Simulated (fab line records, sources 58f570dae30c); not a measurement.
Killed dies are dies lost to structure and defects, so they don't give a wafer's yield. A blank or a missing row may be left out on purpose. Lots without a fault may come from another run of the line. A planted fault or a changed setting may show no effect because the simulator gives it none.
Which tool did it? | flow berkeley_cmos170 | 14 lots, 42 wafers sampled, at 3 steps of a route of 331

WHAT THE GAUGES READ, wafer by wafer
UCB170_CONTACT_CD_MEAS_15: target cd 700 nm. Usual: cd_nm 700.3 nm, standard deviation 1.1.
lot  | measured     | on        | cd_nm (nm)        | flag
L342 | day 7 08:22  | cd_sem-01 | 701.0 698.9 699.0 |
L344 | day 7 21:21  | cd_sem-02 | 700.7 701.1 700.9 |
L345 | day 7 21:09  | cd_sem-01 | 699.0 698.7 697.9 |
L343 | day 7 23:16  | cd_sem-02 | 699.1 698.6 699.8 |
L346 | day 8 03:56  | cd_sem-01 | 700.2 702.1 700.7 |
L348 | day 8 10:56  | cd_sem-01 | 700.2 700.0 700.2 |
L349 | day 8 11:28  | cd_sem-02 | 700.2 701.6 701.5 |
L351 | day 8 11:16  | cd_sem-01 | 701.5 700.8 699.4 |
L350 | day 8 12:10  | cd_sem-02 | 700.1 700.4 701.5 |
L352 | day 9 08:43  | cd_sem-01 | 702.7 700.8 702.4 |
L356 | day 10 10:13 | cd_sem-02 | 701.8 700.5 702.0 |
L360 | day 10 19:59 | cd_sem-02 | 700.5 701.1 699.9 |
L362 | day 11 12:26 | cd_sem-01 | 698.4 699.2 698.3 |
L365 | day 12 03:04 | cd_sem-02 | 701.5 699.5 700.5 |

UCB170_CONTACT_OVL_MEAS_16. Usual: CONTACT_OVL 1 nm, standard deviation 5.7.
lot  | measured     | on         | CONTACT_OVL (nm) | flag
L342 | day 7 08:29  | overlay-01 | 7 4 7            |
L344 | day 7 21:28  | overlay-01 | -3 -2 -7         |
L345 | day 7 21:14  | overlay-02 | -3 -6 -4         |
L343 | day 7 23:22  | overlay-01 | -3 -5 -2         |
L346 | day 8 04:02  | overlay-02 | 2 7 10           |
L348 | day 8 11:03  | overlay-02 | -6 -3 5          |
L349 | day 8 11:35  | overlay-02 | 1 3 -1           |
L351 | day 8 11:20  | overlay-02 | -6 -10 -8        |
L350 | day 8 12:17  | overlay-01 | -3 1 0           |
L352 | day 9 08:50  | overlay-02 | 2 4 11           |
L356 | day 10 10:19 | overlay-01 | 0 3 -1           |
L360 | day 10 20:05 | overlay-02 | 8 3 5            |
L362 | day 11 12:31 | overlay-02 | 10 8 14          |
L365 | day 12 03:11 | overlay-01 | 3 -1 2           |

WHICH TOOL RAN EACH LOT (tool, then ch and the chambers of the sampled wafers, then the start)
lot  | UCB170_CONTACT_RTA_08
L342 | rtp_anneal-01 ch 0, day 7 07:17
L344 | rtp_anneal-01 ch 0, day 7 19:45
L345 | rtp_anneal-02 ch 0, day 7 19:46
L343 | rtp_anneal-02 ch 0, day 7 21:28
L346 | rtp_anneal-01 ch 0, day 8 02:44
L348 | rtp_anneal-01 ch 0, day 8 09:31
L349 | rtp_anneal-01 ch 0, day 8 10:04
L351 | rtp_anneal-02 ch 0, day 8 10:06
L350 | rtp_anneal-01 ch 0, day 8 11:03
L352 | rtp_anneal-01 ch 0, day 9 07:26
L356 | rtp_anneal-02 ch 0, day 10 09:18
L360 | rtp_anneal-01 ch 0, day 10 19:04
L362 | rtp_anneal-02 ch 0, day 11 10:48
L365 | rtp_anneal-02 ch 0, day 12 01:44
- UCB170_CONTACT_RTA_08: time 10 s.

WHAT THE TOOLS THEMSELVES READ (means of the sampled wafers that have a number; where no wafer has one, the mark that the record gives instead)
UCB170_CONTACT_RTA_08. Usual: lamp_power_pct 23.16 %, standard deviation 0.067; wafer_temp_C_max 902.5, standard deviation 0.69.
lot  | tool          | lamp_power_pct (%) | wafer_temp_C_max | flag
L342 | rtp_anneal-01 | 23.23              | 902.3            |
L344 | rtp_anneal-01 | 23.22              | 902.4            |
L345 | rtp_anneal-02 | 23.11              | 902.0            |
L343 | rtp_anneal-02 | 23.08              | 902.5            |
L346 | rtp_anneal-01 | 23.24              | 902.7            |
L348 | rtp_anneal-01 | 23.22              | 902.7            |
L349 | rtp_anneal-01 | 23.21              | 904.0            |
L351 | rtp_anneal-02 | 23.09              | 901.8            |
L350 | rtp_anneal-01 | 23.23              | 903.2            |
L352 | rtp_anneal-01 | 23.22              | 902.1            |
L356 | rtp_anneal-02 | 23.09              | 901.9            |
L360 | rtp_anneal-01 | 23.23              | 903.1            |
L362 | rtp_anneal-02 | 23.09              | 902.1            |
L365 | rtp_anneal-02 | 23.10              | 901.5            |

THE ANSWER, worked out from the rows above alone
Rule: a lot is off if the mean of its wafers that have a number lies more than 3 standard deviations from the usual mean. A lot without any number at a reading at which 4 lots or more have one is off too. The other lots that the step has rows for count as sound. The gauges are gone through in route order, then the tools' own readings, and for those a lot's mean is taken as printed above. The first step at which some lot is off is used, and at that step the reading that is off furthest; a lot without a number counts as furthest.
No lot is off at any reading shown: from this, nothing can be told.

WHAT THE SIMULATOR HAD PUT IN
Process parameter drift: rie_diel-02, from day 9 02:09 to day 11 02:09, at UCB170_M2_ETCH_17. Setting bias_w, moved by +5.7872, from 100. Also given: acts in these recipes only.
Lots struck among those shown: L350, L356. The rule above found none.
